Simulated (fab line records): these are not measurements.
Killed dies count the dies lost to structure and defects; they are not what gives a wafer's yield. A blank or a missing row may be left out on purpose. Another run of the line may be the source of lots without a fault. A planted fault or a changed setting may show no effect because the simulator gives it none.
Lot-split experiment ; flow rit-cmos ; on a route of 202 steps: 5 lots, 23 wafers read

== THE SPLIT ITSELF ==
At RIT_SPACER_CVD_03 (deposits Si3N4 from SiH2Cl2/NH3, target thk 250 nm, time 3300 s), the setting temp-c was moved away from the recipe's 810 C on 10 of the 23 wafers read, by -2.4% to +0.9%. For the rest of the wafers, this setting stayed at what the recipe calls for.

== FROM THE SPLIT TO THE READING: what the file shows between them, 1 step ==
- RIT_SPACER_THK_MEAS_04

== THE READING ==
oes-product-au, in a.u., at RIT_SPACER_ETCHBACK_05 (etches Si3N4 in SF6/CHF3, stops on SiO2, target depth 250 nm, time 240 s). Fault-free wafers of this fab line usually give 0.846 a.u., standard deviation 0.015 a.u.

wafer;tool, chamber at the split;temp-c as run, C;against the recipe;oes-product-au, a.u.;against lot-mates on the recipe
L075.1;-, -;810;recipe;0.844;-
L075.2;-, -;810;recipe;0.865;-
L075.4;-, -;810;recipe;0.841;-
L075.5;-, -;810;recipe;0.850;-
L075.6;-, -;810;recipe;0.834;-
L076.1;-, -;810;recipe;0.832;-
L076.2;-, -;810;recipe;0.859;-
L076.3;-, -;810;recipe;0.851;-
L076.4;-, -;810;recipe;0.843;-
L076.6;-, -;810;recipe;0.859;-
L078.3;lpcvd-01, 0;810;recipe;0.841;-
L078.4;lpcvd-01, 0;810;recipe;0.834;-
L078.5;lpcvd-01, 0;810;recipe;0.837;-
L079.1;-, -;790.6;-2.4%;0.654;no lot-mate on the recipe
L079.2;-, -;790.6;-2.4%;0.651;no lot-mate on the recipe
L079.3;-, -;790.6;-2.4%;0.657;no lot-mate on the recipe
L079.4;-, -;790.6;-2.4%;0.648;no lot-mate on the recipe
L079.5;-, -;790.6;-2.4%;0.651;no lot-mate on the recipe
L080.1;-, -;817.4;+0.9%;0.921;no lot-mate on the recipe
L080.2;-, -;817.4;+0.9%;0.922;no lot-mate on the recipe
L080.3;-, -;817.4;+0.9%;0.914;no lot-mate on the recipe
L080.4;-, -;817.4;+0.9%;0.934;no lot-mate on the recipe
L080.5;-, -;817.4;+0.9%;0.941;no lot-mate on the recipe

FIT RESULTS
A straight line over all 23 wafers: oes-product-au changes by +0.0821 a.u. for each +1% of temp-c; r = +1.00; the points scatter about the line by 0.0098 a.u.
Too few moved wafers have a lot-mate on the recipe to fit a line with each lot's own level taken away.

== THE WHOLE CHAIN: every reading that the file lists as answering this split, in the file's order ==
step;what it does;reading;change (the file's fit);r (the file's)
RIT_SPACER_CVD_03;deposits Si3N4 from SiH2Cl2/NH3, target thk 250 nm, time 3300 s;Si3N4_of_SPACER_CVD_03.thk-nm (the simulator's own value, which no gauge read);+33.4 nm for each +1% of the setting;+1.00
RIT_SPACER_THK_MEAS_04;;SPACER_NITRIDE_THK;+33.4 for each +1% of the setting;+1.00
RIT_SPACER_ETCHBACK_05;etches Si3N4 in SF6/CHF3, stops on SiO2, target depth 250 nm, time 240 s;oes-product-au;+0.0821 a.u. for each +1% of the setting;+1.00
RIT_SPACER_ETCHBACK_05;etches Si3N4 in SF6/CHF3, stops on SiO2, target depth 250 nm, time 240 s;etch.depth-nm (the simulator's own value, which no gauge read);+33.4 nm for each +1% of the setting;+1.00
RIT_SPACER_ETCHBACK_05;etches Si3N4 in SF6/CHF3, stops on SiO2, target depth 250 nm, time 240 s;Si3N4_of_SPACER_CVD_03.thk-nm (the simulator's own value, which no gauge read);+26.3 nm for each +1% of the setting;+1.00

== FILE'S OWN FIT ==
oes-product-au changes by +0.0821 a.u. for each +1% of temp-c, r = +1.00.
